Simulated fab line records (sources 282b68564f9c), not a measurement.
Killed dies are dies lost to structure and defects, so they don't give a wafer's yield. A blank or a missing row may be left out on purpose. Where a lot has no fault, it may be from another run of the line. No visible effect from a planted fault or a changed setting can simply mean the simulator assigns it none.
A struck lot beside a sound one	flow rit-cmos	19 steps out of a route of 202
Sound: these wafers, L743.1, L743.2, L743.6. Struck: wafers L740.1, L740.2, L740.3. The cause comes at the end.
Order at every step that has rows: each side's tool, ch and its chambers, its first start. Under that, the readings that differ: sound wafers	struck wafers	difference of the means	sigmas: that difference in standard deviations of wafers without a fault.
alike: a reading whose means differ by less than 2 such deviations, as well as words and numbers matching on both sides. not compared: withheld readings; readings where some wafer has no value; bounds like >300 that might hide an equal value; numbers whose values overlap and for which the record gives no deviation.
The two part at a step that has a row with sigmas, a row that says differs or no value, or rows on one side only. Numbers that don't overlap but have no deviation are shown without sigmas and don't part them. A reading missing from all wafers of one side parts the sides only when that side holds two or more wafers.

first, 6 steps without rows for these wafers: RIT_NWELL_HMDS_00 (prime time 60 s); RIT_NWELL_COAT_01 (resist thk 1300 nm); RIT_NWELL_SOFTBAKE_02 (time 60 s); RIT_NWELL_EXPOSE_03 (exposes mask M2, target cd 43900 nm); RIT_NWELL_PEB_04; RIT_NWELL_DEVELOP_05 (develop time 68 s).
RIT_NWELL_OVL_MEAS_06:
  sound on overlay-01 at day 4 18:39; struck on overlay-01 at day 4 03:22
  alike: NWELL_OVL
then, 2 steps without rows for these wafers: RIT_NWELL_HARDBAKE_07 (time 120 s); RIT_NWELL_IMPLANT_08.
RIT_NWELL_STRIP_09: strips in O2, time 180 s.
  sound on plasma-asher-03 ch 0,1, day 4 19:05; struck on plasma-asher-04 ch 0,1, day 4 03:48
  alike: drypump-motor-current-A
  not compared: rf-hours-counter-h
RIT_NWELL_TW_MEAS_10:
  sound on film-metro-04 at day 4 19:16; struck on film-metro-01 at day 4 03:58
reading	sound	struck	difference	sigmas
NWELL_TW	2119 2109 2110	2155 2151 2151	+40	+2
then, 1 step without rows for these wafers: RIT_PWELL_HMDS_00 (prime time 60 s).
RIT_PWELL_COAT_01: resist thk 1300 nm.
  sound on litho-track-02 ch 0, day 4 19:28; struck on litho-track-01, day 4 04:14
  no value came back on the struck wafers for chill-plate-temp-C (C), dispense-pressure-kPa (kPa); on the sound wafers chill-plate-temp-C (C) reads 22.78 22.96 23.01
then, 4 steps without rows for these wafers: RIT_PWELL_SOFTBAKE_02 (time 60 s); RIT_PWELL_EXPOSE_03 (exposes mask M3, target cd 43700 nm); RIT_PWELL_PEB_04; RIT_PWELL_DEVELOP_05 (develop time 68 s).
RIT_PWELL_OVL_MEAS_06:
  sound on overlay-02 at day 4 20:12; struck on overlay-02 at day 4 05:06
reading	sound	struck	difference	sigmas
PWELL_OVL (nm)	-0.5 -3.7 -3.0	- - -	no value on the struck wafers	
then, 1 step without rows for these wafers: RIT_PWELL_HARDBAKE_07 (time 120 s).

== WHERE THEY PART ==
First at RIT_NWELL_TW_MEAS_10; last, within this record, at RIT_PWELL_OVL_MEAS_06.

WHY: what the simulator had put in
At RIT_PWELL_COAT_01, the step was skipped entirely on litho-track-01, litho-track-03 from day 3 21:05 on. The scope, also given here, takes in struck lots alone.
